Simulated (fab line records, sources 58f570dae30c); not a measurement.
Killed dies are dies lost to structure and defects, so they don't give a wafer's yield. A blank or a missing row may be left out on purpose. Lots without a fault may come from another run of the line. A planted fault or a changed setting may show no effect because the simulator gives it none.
Which tool did it? | flow berkeley_cmos170 | 7 lots, 21 wafers sampled, at 3 steps of a route of 331

WHAT THE GAUGES READ, wafer by wafer
UCB170_PVT_TW_MEAS_09.
lot  | measured    | on            | PVT_TW
L887 | day 6 17:24 | film_metro-04 | 507.2 507.7 509.1
L889 | day 7 03:51 | film_metro-04 | 505.9 509.4 508.6
L890 | day 7 03:36 | film_metro-04 | 504.9 506.7 505.1
L894 | day 8 06:19 | film_metro-01 | 506.9 507.1 507.4
L893 | day 8 05:49 | film_metro-01 | 507.7 509.3 508.7
L898 | day 8 15:15 | film_metro-02 | 511.4 508.6 510.5
L902 | day 9 15:49 | film_metro-04 | 469.1 469.0 471.4

WHICH TOOL RAN EACH LOT (tool, then ch and the chambers of the sampled wafers, then the start)
lot  | UCB170_NVT_STRIP_08                 | UCB170_PVT_IMPLANT_07
L887 | plasma_asher-04 ch 0,1, day 6 15:25 | implanter-04 ch 0, day 6 17:09
L889 | plasma_asher-01 ch 0, day 7 00:49   | implanter-03 ch 0, day 7 03:36
L890 | plasma_asher-03 ch 0,1, day 7 00:01 | implanter-03 ch 0, day 7 03:23
L894 | plasma_asher-04 ch 0,1, day 8 03:08 | implanter-02 ch 0, day 8 06:05
L893 | plasma_asher-01 ch 0, day 8 02:18   | implanter-02 ch 0, day 8 05:32
L898 | plasma_asher-03 ch 0,1, day 8 12:58 | implanter-02 ch 0, day 8 15:00
L902 | plasma_asher-04 ch 0,1, day 9 13:26 | implanter-02 ch 0, day 9 15:34
- UCB170_NVT_STRIP_08: strips in O2.
- UCB170_PVT_IMPLANT_07

THE ANSWER, worked out from the rows above alone
Rule: what is usual is taken from the lots themselves. Put in order of their means at a reading, lots are off if they are a third of the lots or fewer, leave a main group of 4 or more, and stand apart from it by a gap of 3 or more times the standard deviation of the main group's means; of several such gaps the widest counts. A main group whose means are all the same, to the digits that the tables above print for the reading, isn't used. A lot without any number at a reading at which 4 lots or more have one is off too. The other lots that the step has rows for count as sound.
Off: L902, at UCB170_PVT_TW_MEAS_09 (PVT_TW). The main group: mean 507.9, standard deviation 1.4.
A tool fits if, at a process step before that reading, it ran every lot that is off, and no sound lot after the first of them. The gauges at UCB170_PVT_TW_MEAS_09 are tried like those tools. Can't be told from this: 3 tools fit, plasma_asher-04 at UCB170_NVT_STRIP_08, implanter-02 at UCB170_PVT_IMPLANT_07, film_metro-04 at UCB170_PVT_TW_MEAS_09.

WHAT THE SIMULATOR HAD PUT IN
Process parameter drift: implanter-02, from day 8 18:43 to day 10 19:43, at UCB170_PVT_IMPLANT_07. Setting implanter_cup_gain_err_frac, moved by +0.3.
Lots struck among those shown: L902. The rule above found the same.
